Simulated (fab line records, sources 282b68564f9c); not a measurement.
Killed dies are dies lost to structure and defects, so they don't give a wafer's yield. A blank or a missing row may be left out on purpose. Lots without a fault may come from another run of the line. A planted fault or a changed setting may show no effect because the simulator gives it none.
A struck lot beside a sound one | flow rit_cmos | 20 steps out of a route of 202
Sound: wafers L402.3, L402.4, L402.5. Struck: wafers L418.2, L418.4, L418.6. The cause comes at the end.
At each step with rows: each side's tool, then ch and its chambers, then its first start. Under that, the readings that differ: sound wafers | struck wafers | difference of the means | sigmas: that difference in standard deviations of wafers without a fault.
alike: readings whose means differ by less than 2 such deviations, and words and numbers that are the same on both sides. not compared: withheld readings, readings that some wafer has no value for, bounds like >300 that may hide the same value, and numbers for which the record gives no deviation and whose values overlap.
The two part at a step that has a row with sigmas, a row that says differs or no value, or rows on one side only. Numbers that don't overlap but have no deviation are shown without sigmas and don't part them. A reading that every wafer of one side lacks parts them only if that side has two wafers or more.

first, 2 steps without rows for these wafers: RIT_NWELL_HARDBAKE_07 (time 120 s); RIT_NWELL_IMPLANT_08.
RIT_NWELL_STRIP_09: strips in O2, time 180 s.
  sound on plasma_asher-01 ch 0,1, day 2 18:50; struck on plasma_asher-02 ch 0,1, day 6 02:52
  alike: drypump_motor_current_A
  not compared: rf_hours_counter_h
RIT_NWELL_TW_MEAS_10:
  sound on film_metro-01, day 2 18:58; struck on film_metro-04, day 6 03:04
  alike: NWELL_TW
then, 6 steps without rows for these wafers: RIT_PWELL_HMDS_00 (prime time 60 s); RIT_PWELL_COAT_01 (resist thk 1300 nm); RIT_PWELL_SOFTBAKE_02 (time 60 s); RIT_PWELL_EXPOSE_03 (exposes mask M3, target cd 43700 nm); RIT_PWELL_PEB_04; RIT_PWELL_DEVELOP_05 (develop time 68 s).
RIT_PWELL_OVL_MEAS_06:
  sound on overlay-01, day 2 20:02; struck on overlay-02, day 6 04:07
  alike: PWELL_OVL
then, 1 step without rows for these wafers: RIT_PWELL_HARDBAKE_07 (time 120 s).
RIT_PWELL_IMPLANT_08:
  sound on implanter-02 ch 0, day 2 20:22; struck on implanter-01 ch 0, day 6 04:26
  reading            | sound                         | struck                        | difference | sigmas
  dose_ions_cm2      | 6.993e+13 6.984e+13 6.992e+13 | 6.637e+13 6.652e+13 6.662e+13 | -3.393e+12 | -44
  faraday_current_uA | 222 224 221                   | 211 213 208                   | -12        | -3
  alike: beam_on_s
RIT_PWELL_STRIP_09: strips in O2, time 180 s.
  sound on plasma_asher-03 ch 0,1, day 2 20:31; struck on plasma_asher-01 ch 0, day 6 04:33
  reading                     | sound       | struck      | difference | sigmas
  drypump_motor_current_A (A) | 5.8 6.2 6.2 | 5.2 5.2 5.2 | -0.9       | -3
  not compared: rf_hours_counter_h
RIT_PWELL_TW_MEAS_10:
  sound on film_metro-03, day 2 20:39; struck on film_metro-01, day 6 04:44
  reading  | sound       | struck      | difference | sigmas
  PWELL_TW | 959 955 960 | 944 944 942 | -15        | -2
then, 1 step without rows for these wafers: RIT_WELLDRIVE_ANNEAL_00 (time 14700 s).
RIT_WELLDRIVE_RS_MEAS_01: measures by four-point-probe.
  sound on film_metro-03, day 3 02:43; struck on film_metro-04, day 6 10:37
  alike: NWELL_RS
RIT_WELLDRIVE_RS_MEAS_02: measures by four-point-probe.
  sound on film_metro-03, day 3 02:50; struck on film_metro-04, day 6 10:44
  reading           | sound             | struck            | difference | sigmas
  PWELL_RS (ohm/sq) | 429.3 430.1 429.8 | 444.1 445.2 446.7 | +15.6      | +12
then, 1 step without rows for these wafers: RIT_NRETRO_HMDS_00 (prime time 60 s).
RIT_M1_PROBE_99:
  sound on prober-01, day 4 09:09; struck on prober-01, day 7 17:05
  reading                                 | sound             | struck            | difference | sigmas
  model.etest.pwell_pinched.rs_ohm_sq     | 457.5 458.8 457.9 | 474.2 476.8 477.2 | +18.0      |
  model.etest.pwell.rs_ohm_sq             | 413.2 413.4 414.5 | 429.6 424.6 425.8 | +13.0      |
  model.etest.diode_nplus_pwell.bv_v (V)  | 6.101 6.1 6.059   | 6.042 6.052 6.028 | -0.046     |
  model.etest.diode_nplus_pwell.cj_ff_um2 | 2.038 2.024 2.035 | 2.047 2.05 2.058  | +0.019     |
  alike: killed_at_contacts, killed_at_front_end, killed_dies, killed_open, killed_short
  not compared: model.etest.diode_nplus_comb.cj_ff_um2

WHERE THEY PART
First at RIT_PWELL_IMPLANT_08; last, within this record, at RIT_WELLDRIVE_RS_MEAS_02. Later steps at which nothing parts them and some readings are alike: RIT_M1_PROBE_99.

WHY: what the simulator had put in
Process parameter drift: implanter-01, from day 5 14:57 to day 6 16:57, at RIT_PWELL_IMPLANT_08. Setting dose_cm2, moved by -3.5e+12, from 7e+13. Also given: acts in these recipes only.
